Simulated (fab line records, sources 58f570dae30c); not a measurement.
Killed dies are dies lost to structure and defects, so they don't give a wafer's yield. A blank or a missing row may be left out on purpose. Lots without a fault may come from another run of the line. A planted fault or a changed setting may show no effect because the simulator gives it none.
Problem report in the 8D (eight disciplines) form, filled by code | flow berkeley_cmos170 | the parts of the form that need people (team, actions taken, sign-off) are left out

1. THE PROBLEM
strip_time_to_endpoint_s at UCB170_ACTIVE_STRIP_16 reads a mean of 18.63 s on 3 wafers of 1 lot; wafers without a fault read 18.14 s with a standard deviation of 0.11. That is +4.4 standard deviations from the usual mean.
The step: strips in O2.
First seen on wafer L650.2, day 6 12:50, on plasma_asher-02. The record holds 39 wafers of 13 lots with a number at this step. Rule for "out", or "out of limits": more than 4 standard deviations from the usual mean. The other wafers with a number count as sound.

2. WHAT IT IS AND WHAT IT IS NOT
question                    | is                       | is not
which readings at this step | strip_time_to_endpoint_s | drypump_motor_current_A, o2_flow_sccm
which lots                  | L650                     | L642, L643, L644, L646, L647, L656, L657, L658, L660, L662, L663, L665
which wafers of those lots  | all that have a number   | -
read on which tools         | plasma_asher-02          | plasma_asher-01, plasma_asher-03
when                        | from day 6 12:50         | up to then (15 sound wafers); but 21 sound wafers of L656, L657, L658, L660, L662, L663, L665 came after

3. SUSPECTS, AND WHAT RULES EACH OUT
Counting: a tool at a process step up to the reading stays a suspect if it ran every lot that is out and no sound lot after the first of them.
- plasma_asher-02 at UCB170_ZERO_STRIP_07 (strips in O2): ruled out as a lasting fault. Sound lots L662 ran on it after its first lot that is out, L650 (day 3 09:14).
- rie_diel-02 at UCB170_ACTIVE_ETCH_15 (etches Si3N4 in CH3F/Ar/O2, stops on SiO2, target depth 242 nm, time 151 s): ruled out as a lasting fault. Sound lots L662, L665 ran on it after its first lot that is out, L650 (day 6 12:44).
- plasma_asher-02 at UCB170_ACTIVE_STRIP_16 (strips in O2): ruled out as a lasting fault. Sound lots L656, L657, L663 ran on it after its first lot that is out, L650 (day 6 12:50).
Left after counting: nothing in the record.

4. THE CAUSE (what the simulator had put in)
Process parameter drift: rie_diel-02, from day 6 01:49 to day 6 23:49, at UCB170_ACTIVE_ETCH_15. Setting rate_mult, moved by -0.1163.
Counting ruled it out, wrongly: the rule takes a fault to strike every lot that its tool runs from its start on, and this one did not.

5. THE CHAIN OF EFFECTS, in route order
Each row: a reading whose mean over the struck wafers that have a number lies more than 3 standard deviations from the usual. Only readings for which the record gives a usual standard deviation are gone through. hours: the time from each lot's start at the first step in this table that gives one to its start at this step, as a median over the lots. sigmas: the change in usual standard deviations.
hours | step                   | reading                  | usual   | on struck wafers | change | sigmas
0     | UCB170_ACTIVE_STRIP_16 | strip_time_to_endpoint_s | 18.14 s | 18.63            | +0.49  | +4.4
The process steps in it:
- UCB170_ACTIVE_STRIP_16: strips in O2.

6. WHAT WOULD HAVE CAUGHT IT SOONER
In this record the first reading out of limits was taken at day 6 12:50, 11 hours after the fault began at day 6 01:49.
Of the tool readings at UCB170_ACTIVE_ETCH_15 for which the record gives a usual standard deviation, none was out on any struck wafer, so an alarm limit of 4 standard deviations on them would not have fired.
